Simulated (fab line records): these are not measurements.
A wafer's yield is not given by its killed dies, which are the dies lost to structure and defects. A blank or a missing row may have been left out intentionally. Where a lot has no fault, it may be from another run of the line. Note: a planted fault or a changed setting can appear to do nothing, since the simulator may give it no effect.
Split-lot trial / flow rit-cmos / route with 202 steps; 5 lots, 23 wafers read

== THE SPLIT ==
At RIT_FOX1_OXIDATION_00 (target thk 350.7 nm, ox time 1130 s), the setting temp-c was moved away from the recipe's 1100 C on 15 of the 23 wafers read, by -2.9% to +2.0%. All remaining wafers had this setting at the recipe value.

There is no step in the file separating the split from the reading.

== THE READING ==
FOX1_OXIDE_THK in nanometres, read at RIT_FOX1_THK_MEAS_01. Fault-free wafers of this fab line usually give 350 nm, standard deviation 6.1 nm.

wafer=L074.1; tool, chamber at the split=-, -; temp-c as run, C=1100; against the recipe=recipe; FOX1_OXIDE_THK, nm=356; against lot-mates on the recipe=-
wafer=L074.2; tool, chamber at the split=-, -; temp-c as run, C=1100; against the recipe=recipe; FOX1_OXIDE_THK, nm=355; against lot-mates on the recipe=-
wafer=L074.4; tool, chamber at the split=-, -; temp-c as run, C=1100; against the recipe=recipe; FOX1_OXIDE_THK, nm=361; against lot-mates on the recipe=-
wafer=L074.5; tool, chamber at the split=-, -; temp-c as run, C=1100; against the recipe=recipe; FOX1_OXIDE_THK, nm=354; against lot-mates on the recipe=-
wafer=L074.6; tool, chamber at the split=-, -; temp-c as run, C=1100; against the recipe=recipe; FOX1_OXIDE_THK, nm=357; against lot-mates on the recipe=-
wafer=L078.1; tool, chamber at the split=-, -; temp-c as run, C=1122; against the recipe=+2.0%; FOX1_OXIDE_THK, nm=382; against lot-mates on the recipe=no lot-mate on the recipe
wafer=L078.2; tool, chamber at the split=-, -; temp-c as run, C=1122; against the recipe=+2.0%; FOX1_OXIDE_THK, nm=379; against lot-mates on the recipe=no lot-mate on the recipe
wafer=L078.3; tool, chamber at the split=-, -; temp-c as run, C=1122; against the recipe=+2.0%; FOX1_OXIDE_THK, nm=383; against lot-mates on the recipe=no lot-mate on the recipe
wafer=L078.4; tool, chamber at the split=-, -; temp-c as run, C=1122; against the recipe=+2.0%; FOX1_OXIDE_THK, nm=379; against lot-mates on the recipe=no lot-mate on the recipe
wafer=L078.6; tool, chamber at the split=-, -; temp-c as run, C=1122; against the recipe=+2.0%; FOX1_OXIDE_THK, nm=390; against lot-mates on the recipe=no lot-mate on the recipe
wafer=L079.2; tool, chamber at the split=-, -; temp-c as run, C=1068; against the recipe=-2.9%; FOX1_OXIDE_THK, nm=296; against lot-mates on the recipe=no lot-mate on the recipe
wafer=L079.3; tool, chamber at the split=-, -; temp-c as run, C=1068; against the recipe=-2.9%; FOX1_OXIDE_THK, nm=296; against lot-mates on the recipe=no lot-mate on the recipe
wafer=L079.4; tool, chamber at the split=-, -; temp-c as run, C=1068; against the recipe=-2.9%; FOX1_OXIDE_THK, nm=296; against lot-mates on the recipe=no lot-mate on the recipe
wafer=L079.5; tool, chamber at the split=-, -; temp-c as run, C=1068; against the recipe=-2.9%; FOX1_OXIDE_THK, nm=301; against lot-mates on the recipe=no lot-mate on the recipe
wafer=L079.6; tool, chamber at the split=-, -; temp-c as run, C=1068; against the recipe=-2.9%; FOX1_OXIDE_THK, nm=296; against lot-mates on the recipe=no lot-mate on the recipe
wafer=L084.1; tool, chamber at the split=furnace-02, 0; temp-c as run, C=1100; against the recipe=recipe; FOX1_OXIDE_THK, nm=355; against lot-mates on the recipe=-
wafer=L084.4; tool, chamber at the split=furnace-02, 0; temp-c as run, C=1100; against the recipe=recipe; FOX1_OXIDE_THK, nm=353; against lot-mates on the recipe=-
wafer=L084.5; tool, chamber at the split=furnace-02, 0; temp-c as run, C=1100; against the recipe=recipe; FOX1_OXIDE_THK, nm=355; against lot-mates on the recipe=-
wafer=L085.2; tool, chamber at the split=-, -; temp-c as run, C=1070; against the recipe=-2.7%; FOX1_OXIDE_THK, nm=298; against lot-mates on the recipe=no lot-mate on the recipe
wafer=L085.3; tool, chamber at the split=-, -; temp-c as run, C=1070; against the recipe=-2.7%; FOX1_OXIDE_THK, nm=290; against lot-mates on the recipe=no lot-mate on the recipe
wafer=L085.4; tool, chamber at the split=-, -; temp-c as run, C=1070; against the recipe=-2.7%; FOX1_OXIDE_THK, nm=287; against lot-mates on the recipe=no lot-mate on the recipe
wafer=L085.5; tool, chamber at the split=-, -; temp-c as run, C=1070; against the recipe=-2.7%; FOX1_OXIDE_THK, nm=297; against lot-mates on the recipe=no lot-mate on the recipe
wafer=L085.6; tool, chamber at the split=-, -; temp-c as run, C=1070; against the recipe=-2.7%; FOX1_OXIDE_THK, nm=297; against lot-mates on the recipe=no lot-mate on the recipe

FIT RESULTS
A straight line over all 23 wafers: FOX1_OXIDE_THK changes by +18.8 nm for each +1% of temp-c; r = +0.99; the points scatter about the line by 6 nm.
Too few moved wafers have a lot-mate on the recipe to fit a line with each lot's own level taken away.

== THE WHOLE CHAIN: every reading that the file lists as answering this split, in the file's order ==
step=RIT_FOX1_OXIDATION_00; what it does=target thk 350.7 nm, ox time 1130 s; reading=SiO2_of_FOX1_OXIDATION_00.thk-nm (the simulator's own value, which no gauge read); change (the file's fit)=+18.7 nm for each +1% of the setting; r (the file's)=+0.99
step=RIT_FOX1_THK_MEAS_01; what it does=; reading=FOX1_OXIDE_THK; change (the file's fit)=+18.7 for each +1% of the setting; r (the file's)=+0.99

== THE FILE'S OWN FIT ==
FOX1_OXIDE_THK changes by +18.7 nm for each +1% of temp-c, r = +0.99.
